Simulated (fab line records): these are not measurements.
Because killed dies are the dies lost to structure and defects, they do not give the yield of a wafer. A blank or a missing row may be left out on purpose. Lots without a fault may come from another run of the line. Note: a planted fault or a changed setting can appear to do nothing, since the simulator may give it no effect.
fab line records ; flow ritCmos
record: lots: 12; wafers: 36; lastDay: 8
route steps=202 shown GATE@83 SPACER@125 CONTACT@180 M1@184
lots that met no fault: from a run of the same line without faults
startH: the number of hours between the record's first day and the start of the first shown wafer of the lot ; waitH: hours since the lot's step before ; " repeats the value in the row above ; L1.1+2: one row covering several wafers at once ; - no value, or no start was given ; * or withheld: withheld ; < > ~ a bound
route shown NAME@n: NAME is a module with steps in the file, n the number in the route of the first one ; usual: the fault-free wafers' mean and standard deviation ; same: alike in all rows ; chamber/n: place in a boat ; sites: per-site readings ; _std_site: standard deviation of those values ; _edge_site: mean of outer sites minus mean of inner sites ; radiusMm: for every site, how far away it sits from the centre of the wafer ; mask NAME#n: copy n ; behind: the last tool/chamber to shape the wafer ; hold: reason for holding the lot/hours on hold/outcome of the hold ; device: the n, p or np transistor that did not switch ; end of line: tests of these same wafers at the route's end ; a step with no rows: only its recipe ; killed: dies lost to structure and defects at the first sort, not the wafer's yield ; map: a wafer's dies, x killed, . not, _ none there
set.NAME: setting as actually run; set.NAME@STEP: the setting as run at that earlier step ; model.NAME: the simulator's own value behind a step, which no gauge read
steps of the route over a sample of lots; a table a step, a row a wafer
services: from which hour (startH, from the record's first day; less than 0 if before it) a tool's chamber was out of use, for how many hours, and why
== steps ==
step: RIT_GATE_THK_MEAS_07
recipe: reads: SiO2_of_GATE_OXIDATION_05
usual: GATE_OXIDE_THK: 3.02/0.052
lot.wafer;tool;chamber;startH;waitH;GATE_OXIDE_THK[nm]
L726.1;filmMetro-04;-;40.42;0.0;2.99
L726.2;filmMetro-04;-;40.42;0.0;3.01
L726.4;filmMetro-04;-;40.42;0.0;3.09
L727.2;filmMetro-03;-;47.29;0.0;3.01
L727.4;filmMetro-03;-;47.29;0.0;2.98
L727.6;filmMetro-03;-;47.29;0.0;2.98
L728.2;filmMetro-03;-;50.34;0.0;3.05
L728.3;filmMetro-03;-;50.34;0.0;3.10
L728.6;filmMetro-03;-;50.34;0.0;2.95
L729.1;filmMetro-02;-;51.18;0.0;3.11
L729.3;filmMetro-02;-;51.18;0.0;3.15
L729.5;filmMetro-02;-;51.18;0.0;3.07
L730.2;filmMetro-02;-;62.73;0.0;2.96
L730.3;filmMetro-02;-;62.73;0.0;2.94
L730.6;filmMetro-02;-;62.73;0.0;2.98
L731.3;filmMetro-03;-;63.84;0.0;3.09
L731.4;filmMetro-03;-;63.84;0.0;2.98
L731.5;filmMetro-03;-;63.84;0.0;3.00
L732.1;filmMetro-02;-;65.48;0.0;3.03
L732.4;filmMetro-02;-;65.48;0.0;2.96
L732.5;filmMetro-02;-;65.48;0.0;3.02
L733.1;filmMetro-02;-;74.78;0.0;3.07
L733.2;filmMetro-02;-;74.78;0.0;3.10
L733.5;filmMetro-02;-;74.78;0.0;3.11
L734.1;filmMetro-03;-;79.88;0.0;2.90
L734.5;filmMetro-03;-;79.88;0.0;2.92
L734.6;filmMetro-03;-;79.88;0.0;2.98
L748.1;filmMetro-04;-;154.06;0.0;3.01
L748.4;filmMetro-04;-;154.06;0.0;3.05
L748.6;filmMetro-04;-;154.06;0.0;2.93
L747.1;filmMetro-03;-;155.62;0.0;3.01
L747.3;filmMetro-03;-;155.62;0.0;3.10
L747.6;filmMetro-03;-;155.62;0.0;3.09
L749.1;filmMetro-02;-;158.64;0.0;2.99
L749.2;filmMetro-02;-;158.64;0.0;3.05
L749.5;filmMetro-02;-;158.64;0.0;3.09
step: RIT_SPACER_CLEAN_00
recipe: chemistry: SC1; mix: 3:3:50; timeS: 600; tempC: 75
lot.wafer;tool;chamber;startH;waitH
L726.1+2+4;wetBench-01;1;51.29;0.1
L727.2+4+6;wetBench-04;3;57.06;0.0
L728.2+3+6;wetBench-04;1;59.70;0.0
L729.1+3+5;wetBench-04;3;62.28;0.1
L730.2+3+6;wetBench-04;2;73.79;0.0
L731.3+4+5;wetBench-01;2;73.93;0.0
L732.1+4+5;wetBench-04;2;77.02;0.1
L733.1+2+5;wetBench-04;1;87.93;0.1
L734.1+5+6;wetBench-04;1;90.60;0.1
L748.1+4+6;wetBench-01;2;164.44;0.1
L747.1+3+6;wetBench-01;3;166.65;0.1
L749.1+2+5;wetBench-01;3;170.16;0.1
step: RIT_CONTACT_STRIP_12
recipe: chemistry: O2; timeS: 180; resist: NOVOLAK; platenTempC: withheld; powerW: 500; pressureMtorr: 4000; o2FlowSccm: 4000
usual: drypumpMotorCurrentA: 5.6/0.45; o2FlowSccm: 4001/12
lot.wafer;tool;chamber;startH;waitH;drypumpMotorCurrentA;o2FlowSccm;rfHoursCounterH
L726.1;plasmaAsher-01;0;60.45;0.1;5.1;4004;27
L726.2;plasmaAsher-01;1;60.45;0.1;5.7;3991;27
L726.4;plasmaAsher-01;1;60.45;0.1;5.8;3982;-
L727.2;plasmaAsher-01;0;65.57;0.1;5.1;4000;28
L727.4;plasmaAsher-01;0;65.57;0.1;5.1;3996;-
L727.6;plasmaAsher-01;1;65.57;0.1;5.7;4000;-
L728.2;plasmaAsher-01;0;68.22;0.1;5.1;4011;29
L728.3;plasmaAsher-01;0;68.22;0.1;5.1;3993;-
L728.6;plasmaAsher-01;1;68.22;0.1;5.7;4016;-
L729.1;plasmaAsher-04;0;70.94;0.1;5.9;3996;43
L729.3;plasmaAsher-04;0;70.94;0.1;5.9;4015;-
L729.5;plasmaAsher-04;1;70.94;0.1;5.6;3989;-
L730.2;plasmaAsher-04;1;83.51;0.1;5.6;4014;44
L730.3;plasmaAsher-04;1;83.51;0.1;5.6;3999;-
L730.6;plasmaAsher-04;1;83.51;0.1;5.6;4013;-
L731.3;plasmaAsher-01;1;84.33;0.2;5.7;4006;-
L731.4;plasmaAsher-01;0;84.33;0.2;5.1;3998;-
L731.5;plasmaAsher-01;1;84.33;0.2;5.7;3988;-
L732.1;plasmaAsher-01;1;87.22;0.1;5.8;4014;31
L732.4;plasmaAsher-01;1;87.22;0.1;5.8;3993;-
L732.5;plasmaAsher-01;1;87.22;0.1;5.8;3997;-
L733.1;plasmaAsher-02;0;97.97;0.1;5.1;4013;47
L733.2;plasmaAsher-02;1;97.97;0.1;6.6;4004;47
L733.5;plasmaAsher-02;0;97.97;0.1;5.1;4013;-
L734.1;plasmaAsher-01;0;100.14;0.1;5.1;4018;32
L734.5;plasmaAsher-01;1;100.14;0.1;5.7;3987;-
L734.6;plasmaAsher-01;0;100.14;0.1;5.1;4012;-
L748.1;plasmaAsher-04;0;174.34;0.1;5.9;4005;54
L748.4;plasmaAsher-04;0;174.34;0.1;5.9;4011;-
L748.6;plasmaAsher-04;0;174.34;0.1;5.9;4008;-
L747.1;plasmaAsher-02;1;175.88;0.1;6.6;4005;5
L747.3;plasmaAsher-02;0;175.88;0.1;5.1;3994;-
L747.6;plasmaAsher-02;1;175.88;0.1;6.6;4002;-
L749.1;plasmaAsher-01;0;179.90;0.1;5.1;4008;40
L749.2;plasmaAsher-01;1;179.90;0.1;5.7;4010;40
L749.5;plasmaAsher-01;0;179.90;0.1;5.1;4014;-
step: RIT_M1_SPUTTER_00
recipe: material: Al; targetThkNm: 400; powerW: 2000; chamberPressurePa: 0.4; gas: Ar; timeS: 500; substrateTempC: 25
usual: throttleValvePct: 30.6/0.8
lot.wafer;tool;chamber;startH;waitH;throttleValvePct
L726.1;pvdSputter-04;-;61.11;0.0;31.4
L726.2;pvdSputter-04;-;61.11;0.0;30.0
L726.4;pvdSputter-04;-;61.11;0.0;30.5
L727.2;pvdSputter-04;-;66.21;0.0;30.3
L727.4;pvdSputter-04;-;66.21;0.0;31.4
L727.6;pvdSputter-04;-;66.21;0.0;30.2
L728.2;pvdSputter-01;-;68.86;0.0;31.1
L728.3;pvdSputter-01;-;68.86;0.0;31.7
L728.6;pvdSputter-01;-;68.86;0.0;31.7
L729.1;pvdSputter-04;-;71.58;0.0;31.5
L729.3;pvdSputter-04;-;71.58;0.0;30.3
L729.5;pvdSputter-04;-;71.58;0.0;31.3
L730.2;pvdSputter-01;-;84.15;0.0;30.2
L730.3;pvdSputter-01;-;84.15;0.0;31.1
L730.6;pvdSputter-01;-;84.15;0.0;30.2
L731.3;pvdSputter-04;-;84.92;0.0;30.3
L731.4;pvdSputter-04;-;84.92;0.0;30.4
L731.5;pvdSputter-04;-;84.92;0.0;30.3
L732.1;pvdSputter-02;-;88.12;0.0;30.7
L732.4;pvdSputter-02;-;88.12;0.0;30.5
L732.5;pvdSputter-02;-;88.12;0.0;29.7
L733.1;pvdSputter-01;-;98.79;0.0;30.4
L733.2;pvdSputter-01;-;98.79;0.0;31.6
L733.5;pvdSputter-01;-;98.79;0.0;31.7
L734.1;pvdSputter-02;-;100.78;0.0;29.6
L734.5;pvdSputter-02;-;100.78;0.0;29.3
L734.6;pvdSputter-02;-;100.78;0.0;30.7
L748.1;pvdSputter-02;-;175.00;0.0;30.5
L748.4;pvdSputter-02;-;175.00;0.0;29.6
L748.6;pvdSputter-02;-;175.00;0.0;29.0
L747.1;pvdSputter-01;-;176.54;0.0;30.9
L747.3;pvdSputter-01;-;176.54;0.0;31.5
L747.6;pvdSputter-01;-;176.54;0.0;32.0
L749.1;pvdSputter-02;-;180.54;0.0;30.6
L749.2;pvdSputter-02;-;180.54;0.0;30.7
L749.5;pvdSputter-02;-;180.54;0.0;30.7
step: RIT_M1_PROBE_99
usual: killedAtContacts: 0.0/0.2; killedAtFrontEnd: 7.0/2.8; killedDies: 7.0/2.8; killedOnRim: 2.0/1.4; killedOpen: 3.4/1.9; killedShort: 3.6/2
same: grossDies: 264; killed_at_M0_to_M3: 0; killed_at_M4_up: 0; killedAtBackSide: 0; killedAtOther: 0
lot.wafer;tool;chamber;startH;waitH;killedAtContacts;killedAtFrontEnd;killedDies;killedOnRim;killedOpen;killedShort
L734.1;prober-02;-;104.92;0.1;0;22;22;10;1;0
L734.5;prober-02;-;105.12;0.2;0;28;28;11;6;5
L734.6;prober-02;-;105.17;0.2;0;23;23;8;4;2
killed by level:class
L734.1 SPACER:unspecified=21 GATE:geometricParticle:open=1
L734.5 SPACER:unspecified=17 GATE:geometricParticle:short=3 GATE:geometricParticle:open=2 SILICIDE:geometricParticle:open=2 FOX1:geometricParticle:short=1 FOX2:geometricParticle:open=1 REOX:geometricParticle:short=1 SPACER:geometricParticle:open=1
L734.6 SPACER:unspecified=17 SPACER:geometricParticle:open=3 GATE:geometricParticle:short=1 GATE:geometricParticle:open=1 SPACER:geometricParticle:short=1
== services ==
tool;chamber;startH;hours;kind
pvdSputter-01;-;92.25;0.8;repair
plasmaAsher-02;-;108.75;9.0;pm
plasmaAsher-02;0;108.75;11.4;ventCycle
plasmaAsher-02;1;108.75;11.4;ventCycle
plasmaAsher-02;-;116.00;4.1;repair
plasmaAsher-02;0;117.75;-;clean
plasmaAsher-02;1;117.75;-;clean
plasmaAsher-01;-;132.24;3.4;repair
plasmaAsher-02;-;149.27;3.2;repair
pvdSputter-01;-;168.31;7.6;repair
== key ==
firstSign: step: RIT_M1_PROBE_99; reading: killedAtFrontEnd; direction: up; sigmas: 6.2; usual: 7.0; struck: 24.3
effect: step: RIT_M1_PROBE_99; reading: killedDies; direction: up; sigmas: 6.1; usual: 7.0; struck: 24.3
metAt RIT_SPACER_CLEAN_00
struckLots L734
struckWafers L734.1,L734.5,L734.6
testerLeftOut L734
notActingAt RIT_GATE_THK_MEAS_07,RIT_CONTACT_STRIP_12,RIT_M1_SPUTTER_00
onsetBetween 87.93 90.60
fault: kind: chamberParticleSource; tool: wetBench-04; chamber: 1; onsetH: 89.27; steps: RIT_SPACER_CLEAN_00; ratePerVisitCm2: 0.42344; endH: 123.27
testerLeftOut: of these lots the tester's yield and bins aren't shown, on N5 and GAA mostly nor the transistor test; their killed dies are dies lost to structure and defects alone, not to doping, threshold or leakage, so they don't give the yield
